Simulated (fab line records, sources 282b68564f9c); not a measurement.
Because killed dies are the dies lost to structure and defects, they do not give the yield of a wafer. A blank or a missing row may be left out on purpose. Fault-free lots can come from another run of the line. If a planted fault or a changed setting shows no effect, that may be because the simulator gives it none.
Tool commonality check ; flow rit_cmos ; Lots sampled 13, wafers sampled 39

## REASON IT WAS OPENED
1 of 13 lots carry a flag on the reading GATE_POLY_THK at RIT_GATE_THK_MEAS_09. Wafers without a fault read 250.3 nm, standard deviation 2.4.
Rule: flag the lot when none of its wafers has a number, or when each of its wafers that has one lies beyond 4 standard deviations from that mean. As for the other lots, they are considered sound.

lot;measured;on;GATE_POLY_THK (nm), wafer by wafer;flag
L206;day 2 15:35;film_metro-03;253.3 252.4 252.2;
L208;day 2 22:41;film_metro-04;252.0 252.7 253.1;
L209;day 3 03:51;film_metro-03;245.5 245.1 247.3;
L211;day 3 14:11;film_metro-03;253.6 254.2 253.9;
L212;day 3 21:34;film_metro-02;253.4 251.0 253.6;
L215;day 4 12:13;film_metro-03;249.0 249.9 250.3;
L216;day 4 16:04;film_metro-03;249.0 248.5 250.0;
L219;day 5 07:07;film_metro-03;248.2 248.6 249.7;
L221;day 5 16:33;film_metro-03;247.5 248.2 248.2;
L223;day 6 02:11;film_metro-03;193.7 192.9 193.8;FLAGGED
L227;day 6 23:23;film_metro-02;248.3 248.8 248.4;
L228;day 7 09:41;film_metro-03;247.6 249.2 247.4;
L229;day 7 18:56;film_metro-03;249.8 251.0 248.5;
The numbers of the flagged lots are 193.5 nm on average: -56.8 nm against the usual, or -24 standard deviations.

## EACH LOT AND THE TOOL IT RAN ON
The record keeps 1 process step preceding the reading, out of 202 steps on the route. Read each cell as the tool, then ch plus the chambers that the sampled wafers visited, then the start.
lot;flag;RIT_GATE_CVD_08
L206;;lpcvd-02 ch 1, day 2 13:58
L208;;lpcvd-02 ch 1, day 2 21:04
L209;;lpcvd-01 ch 1, day 3 02:13
L211;;lpcvd-02 ch 1, day 3 12:34
L212;;lpcvd-01 ch 1, day 3 19:57
L215;;lpcvd-02 ch 1, day 4 09:47
L216;;lpcvd-01 ch 1, day 4 14:27
L219;;lpcvd-01 ch 1, day 5 05:29
L221;;lpcvd-01 ch 1, day 5 14:55
L223;FLAGGED;lpcvd-02 ch 1, day 6 00:34
L227;;lpcvd-01 ch 0, day 6 20:56
L228;;lpcvd-01 ch 1, day 7 08:04
L229;;lpcvd-01 ch 1, day 7 16:31
What is done by these steps:
- RIT_GATE_CVD_08: deposits poly-Si from SiH4, target thk 250 nm, time 2220 s.
- RIT_GATE_THK_MEAS_09

## FLAGGED OVER TOTAL, TOOL BY TOOL (the gauges that took the reading come last)
step;tool;lots run;flagged;share of the flagged lots;sound lots run after its first flagged lot
RIT_GATE_CVD_08;lpcvd-01;8;0;none;-
RIT_GATE_CVD_08;lpcvd-02;5;1;all;0
RIT_GATE_THK_MEAS_09;film_metro-02;2;0;none;-
RIT_GATE_THK_MEAS_09;film_metro-03;10;1;all;2 (L228,L229)
RIT_GATE_THK_MEAS_09;film_metro-04;1;0;none;-

## THE TABLE: WHAT IT ALLOWS
Every flagged lot went through 2 rows of the table: lpcvd-02 at RIT_GATE_CVD_08 and film_metro-03 at RIT_GATE_THK_MEAS_09.
- lpcvd-02 at RIT_GATE_CVD_08 ran 5 lots, 1 of them flagged. Last sound lot L215 at day 4 09:47, first flagged lot L223 at day 6 00:34; a fault beginning in between fits.
- film_metro-03 at RIT_GATE_THK_MEAS_09 ran 10 lots, 1 of them flagged. Lots that were sound ran on it after the first flagged one (L228, L229); a persistent fault on the entire tool would not allow that.
lpcvd-02 at RIT_GATE_CVD_08 is the single tool remaining.

## WHAT THE SIMULATOR PUT IN
lpcvd-02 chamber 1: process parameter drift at RIT_GATE_CVD_08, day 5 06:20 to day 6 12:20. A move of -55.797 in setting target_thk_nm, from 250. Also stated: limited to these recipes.
Shown lots that were struck: L223. The rule given above showed the same thing.
